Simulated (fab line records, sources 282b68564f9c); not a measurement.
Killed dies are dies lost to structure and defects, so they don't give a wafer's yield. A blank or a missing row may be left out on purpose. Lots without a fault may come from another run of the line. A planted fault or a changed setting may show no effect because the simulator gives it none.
Which tool did it? | flow rit_cmos | 7 lots, 21 wafers sampled, at 1 step of a route of 202

WHAT THE GAUGES READ, wafer by wafer
RIT_NRETRO_OVL_MEAS_06.
lot  | measured    | on         | NRETRO_OVL (nm)
L584 | day 2 19:44 | overlay-02 | 1.5 1.4 1.5
L587 | day 3 08:16 | overlay-01 | 1.8 1.3 2.8
L591 | day 4 03:50 | overlay-01 | 2.0 2.0 2.7
L594 | day 4 19:07 | overlay-02 | 2.3 1.7 1.9
L596 | day 5 04:49 | overlay-02 | 1.0 2.5 1.5
L599 | day 5 22:25 | overlay-01 | 0.8 0.6 1.1
L601 | day 6 06:15 | overlay-02 | 1.0 0.6 0.7

WHICH TOOL RAN EACH LOT (tool, then ch and the chambers of the sampled wafers, then the start)
The record holds no process step before these readings.

THE ANSWER, worked out from the rows above alone
Rule: what is usual is taken from the lots themselves. Put in order of their means at a reading, lots are off if they are a third of the lots or fewer, leave a main group of 4 or more, and stand apart from it by a gap of 3 or more times the standard deviation of the main group's means; of several such gaps the widest counts. A main group whose means are all the same, to the digits that the tables above print for the reading, isn't used. A lot without any number at a reading at which 4 lots or more have one is off too. The other lots that the step has rows for count as sound.
No lot is off at any reading shown: from this, nothing can be told.

WHAT THE SIMULATOR HAD PUT IN
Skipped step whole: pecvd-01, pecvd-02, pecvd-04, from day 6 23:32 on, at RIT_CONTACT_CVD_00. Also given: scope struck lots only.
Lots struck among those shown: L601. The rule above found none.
